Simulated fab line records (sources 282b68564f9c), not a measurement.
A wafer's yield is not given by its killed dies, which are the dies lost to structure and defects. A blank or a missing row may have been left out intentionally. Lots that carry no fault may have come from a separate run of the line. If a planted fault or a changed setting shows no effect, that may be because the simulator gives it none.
Split-lot trial | flow rit-cmos | on a route of 202 steps: 5 lots, 23 wafers read

## THE SPLIT
At RIT_PLDD_COAT_01 (resist thk 1000 nm), the setting spin-rpm was moved away from the recipe's 3250 rpm on 7 of the 23 wafers read, by -7.4% to +3.6%. This setting was run at the recipe's value on the other wafers.

## FROM THE SPLIT TO THE READING: what the file shows between them, 3 steps
- RIT_PLDD_SOFTBAKE_02: time 60 s
- RIT_PLDD_EXPOSE_03: exposes mask M8, target cd 40900 nm
- RIT_PLDD_DEVELOP_05: develop time 50 s

## THE READING
NOVOLAK_of_PLDD_COAT_01.thk-nm (the simulator's own value, which no gauge read), in nm, at RIT_PLDD_HARDBAKE_07 (time 60 s). The file does not state a usual value for it. Average 885.0 nm, standard deviation 1.5 nm, over the 16 wafers here run with the recipe.

wafer  | tool, chamber at the split | spin-rpm as run, rpm | against the recipe | NOVOLAK_of_PLDD_COAT_01.thk-nm, nm | against lot-mates on the recipe
L075.2 | litho-track-02, 0          | 3250                 | recipe             | 886.1                              | -
L075.5 | litho-track-02, 0          | 3250                 | recipe             | 881.3                              | -
L075.6 | litho-track-02, 0          | 3250                 | recipe             | 882.1                              | -
L077.2 | litho-track-02, 0          | 3250                 | recipe             | 884.9                              | -
L077.3 | litho-track-02, 0          | 3250                 | recipe             | 884.9                              | -
L077.4 | litho-track-02, 0          | 3367                 | +3.6%              | 868.1                              | -16.8
L077.5 | litho-track-02, 0          | 3250                 | recipe             | 885                                | -
L077.6 | litho-track-02, 0          | 3367                 | +3.6%              | 869                                | -15.9
L078.1 | litho-track-04, 0          | 3008                 | -7.4%              | 917.6                              | +33.0
L078.3 | litho-track-04, 0          | 3250                 | recipe             | 884.2                              | -
L078.4 | litho-track-04, 0          | 3250                 | recipe             | 885.4                              | -
L078.5 | litho-track-04, 0          | 3008                 | -7.4%              | 917.9                              | +33.3
L078.6 | litho-track-04, 0          | 3250                 | recipe             | 884.1                              | -
L081.1 | litho-track-02, 0          | 3250                 | recipe             | 885.2                              | -
L081.2 | litho-track-02, 0          | 3250                 | recipe             | 885.5                              | -
L081.3 | litho-track-02, 0          | 3250                 | recipe             | 886                                | -
L081.4 | litho-track-02, 0          | 3250                 | recipe             | 885.8                              | -
L081.6 | litho-track-02, 0          | 3250                 | recipe             | 885.6                              | -
L084.1 | litho-track-03, 0          | 3348                 | +3.0%              | 873.5                              | -13.3
L084.2 | litho-track-03, 0          | 3348                 | +3.0%              | 873.3                              | -13.5
L084.3 | litho-track-03, 0          | 3250                 | recipe             | 888                                | -
L084.5 | litho-track-03, 0          | 3348                 | +3.0%              | 874.7                              | -12.1
L084.6 | litho-track-03, 0          | 3250                 | recipe             | 885.6                              | -

THE FIT
A straight line over all 23 wafers: NOVOLAK_of_PLDD_COAT_01.thk-nm changes by -4.31 nm for each +1% of spin-rpm; r = -0.99; the points scatter about the line by 1.5 nm.
The same after taking each lot's own level away (the mean of its wafers on the recipe; 23 wafers): -4.45 nm for each +1%; r = -1.00; scatter 0.98 nm.
The reading moves by 33 nm for the largest change in spin-rpm, on that fit.
The span of the lots' own levels, 883.17 to 886.80 nm, comes to 2.4 times the standard deviation stated above.
The two slopes agree, so the slope changes little with the lot-to-lot level.
Check: with one of the wafers moved furthest among these (-7.4%) left out of the fit, the line predicts +33.2 nm for it against its lot-mates. Against them it came out at +33 nm.

## OTHER SPLITS ON THESE WAFERS
Before the reading, these wafers also passed through other splits. Each is held against what the fit with the lots' levels taken away leaves over:
other split on the same wafers      | wafers away from the commonest value | r with NOVOLAK_of_PLDD_COAT_01.thk-nm (lot level and that fit taken away)
RIT_ACTIVE_CVD_03 sih2cl2-flow-sccm | 15                                   | -0.09
RIT_ACTIVE_EXPOSE_08 dose-mj        | 9                                    | -0.23
RIT_NWELL_IMPLANT_08 dose-cm2       | 10                                   | +0.13
RIT_PWELL_COAT_01 spin-rpm          | 6                                    | +0.00
RIT_PWELL_IMPLANT_08 energy-kev     | 5                                    | +0.15
RIT_NRETRO_IMPLANT_08 energy-kev    | 4                                    | +0.00
RIT_PRETRO_COAT_01 spin-rpm         | 9                                    | +0.02
RIT_GATE_OXIDATION_05 ox-time-s     | 15                                   | -0.03

## THE WHOLE CHAIN: every reading that the file lists as answering this split, in the file's order
step                 | what it does       | reading                                                                         | change (the file's fit)              | r (the file's)
RIT_PLDD_COAT_01     | resist thk 1000 nm | NOVOLAK_of_PLDD_COAT_01.thk-nm (the simulator's own value, which no gauge read) | -5.09 nm for each +1% of the setting | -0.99
RIT_PLDD_HARDBAKE_07 | time 60 s          | NOVOLAK_of_PLDD_COAT_01.thk-nm (the simulator's own value, which no gauge read) | -4.45 nm for each +1% of the setting | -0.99

## FILE'S OWN FIT
NOVOLAK_of_PLDD_COAT_01.thk-nm changes by -4.45 nm for each +1% of spin-rpm, r = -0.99.
